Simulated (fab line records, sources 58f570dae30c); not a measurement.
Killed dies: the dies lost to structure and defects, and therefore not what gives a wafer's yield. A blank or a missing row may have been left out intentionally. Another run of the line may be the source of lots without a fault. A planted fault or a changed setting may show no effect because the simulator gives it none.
8D (eight disciplines) problem report, filled in by code || flow berkeley_cmos170 || the parts of the form that need people (team, actions taken, sign-off) are left out

## 1. WHAT IS WRONG
Across 9 wafers from 3 lots, ACTIVE_OXIDE_THK at UCB170_ACTIVE_THK_MEAS_03 averages 21.2 nm, while fault-free wafers read 26.4 nm with a standard deviation of 0.57. Relative to the usual mean, that is a shift of -9.1 standard deviations.
Seen first at day 7 11:02 on film_metro-04, wafer L965.2. The record holds 45 wafers of 15 lots with a number at this step. The rule behind "out" and "out of limits": a value lying over 4 standard deviations away from the usual mean. Any other wafer with a number is counted as sound.

## 2. WHAT IT IS, AND WHAT IT ISN'T
{"question": "which readings at this step", "is": "ACTIVE_OXIDE_THK", "is not": "-"}
{"question": "which lots", "is": "L965, L966, L967", "is not": "L952, L953, L954, L955, L956, L957, L958, L959, L960, L961, L974, L975"}
{"question": "which wafers of those lots", "is": "all that have a number", "is not": "-"}
{"question": "read on which gauges", "is": "film_metro-03, film_metro-04", "is not": "film_metro-02"}
{"question": "when", "is": "from day 7 11:02", "is not": "up to then (30 sound wafers); but 6 sound wafers of L974, L975 came after"}

## 3. WHAT RULES OUT EACH SUSPECT
Counting: a tool at a process step up to the reading stays a suspect if it ran every lot that is out and no sound lot after the first of them.
- the gauge at UCB170_ACTIVE_THK_MEAS_03 has been ruled out. Those wafers that are out were read across 2 gauges (film_metro-03, film_metro-04).
- furnace-01 at UCB170_ACTIVE_OXIDATION_02 (target thk 26.4 nm, ox time 1260 s): kept. Every lot that is out went through it, starting with L965 (day 7 09:41), and after that it ran no sound lot; the last sound lot it ran before then is L954 (day 5 06:36). Out on those wafers are its own readings of spike_tc_centre_C, spike_tc_load_C, tube_center_temp_C, tube_center_temp_C_max.
Remaining after the count: furnace-01 at UCB170_ACTIVE_OXIDATION_02.

## 4. THE CAUSE (what the simulator had put in)
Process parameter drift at UCB170_ACTIVE_OXIDATION_02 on furnace-01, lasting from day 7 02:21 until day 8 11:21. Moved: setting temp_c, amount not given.
Counting left only this tool.

## 5. THE EFFECT CHAIN, in route order
One row per reading whose mean, taken over the struck wafers that have a number, lies over 3 standard deviations from the usual. Readings are gone through only where the record gives a usual standard deviation; hours: the median, over the lots, of the time from a lot's start at the first step in this table giving one to that lot's start at this step; sigmas: the change measured in usual standard deviations.
{"hours": 0, "step": "UCB170_ACTIVE_OXIDATION_02", "reading": "spike_tc_centre_C", "usual": "1003.3 C", "on struck wafers": 981.3, "change": -22.0, "sigmas": -22}
{"hours": 0, "step": "UCB170_ACTIVE_OXIDATION_02", "reading": "spike_tc_load_C", "usual": "1025 C", "on struck wafers": 1000, "change": -25, "sigmas": -8.0}
{"hours": 0, "step": "UCB170_ACTIVE_OXIDATION_02", "reading": "spike_tc_source_C", "usual": "1023 C", "on struck wafers": 1005, "change": -18, "sigmas": -4.0}
{"hours": 0, "step": "UCB170_ACTIVE_OXIDATION_02", "reading": "tube_center_temp_C", "usual": "1000 C", "on struck wafers": 978, "change": -22, "sigmas": "-99 or more"}
{"hours": 0, "step": "UCB170_ACTIVE_OXIDATION_02", "reading": "tube_center_temp_C_max", "usual": 1002.6, "on struck wafers": 981.0, "change": -21.6, "sigmas": -53}
{"hours": 1, "step": "UCB170_ACTIVE_THK_MEAS_03", "reading": "ACTIVE_OXIDE_THK", "usual": "26.4 nm", "on struck wafers": 21.2, "change": -5.2, "sigmas": -9.1}
Process steps it contains:
- UCB170_ACTIVE_OXIDATION_02: target thk 26.4 nm, ox time 1260 s.
Later steps that measure or inspect, where all struck wafers having a row at the step show a number for every such reading and not one has moved that far: UCB170_ACTIVE_CD_MEAS_13, UCB170_PFIELD_OVL_MEAS_06.

## 6. WHAT WOULD HAVE CAUGHT IT SOONER
In this record the first reading out of limits at a measuring or inspecting step was taken at day 7 11:02, 9 hours after the fault began at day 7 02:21.
At UCB170_ACTIVE_OXIDATION_02, the tool's own readings (spike_tc_centre_C, spike_tc_load_C, tube_center_temp_C, tube_center_temp_C_max) were out on each struck wafer the step has a row for, so an alarm limit on them would have fired on the first such wafer.
Lots out: 3; all had begun UCB170_ACTIVE_OXIDATION_02 on furnace-01 by day 7 11:02. None of them would have been spared by holding the tool at that moment.
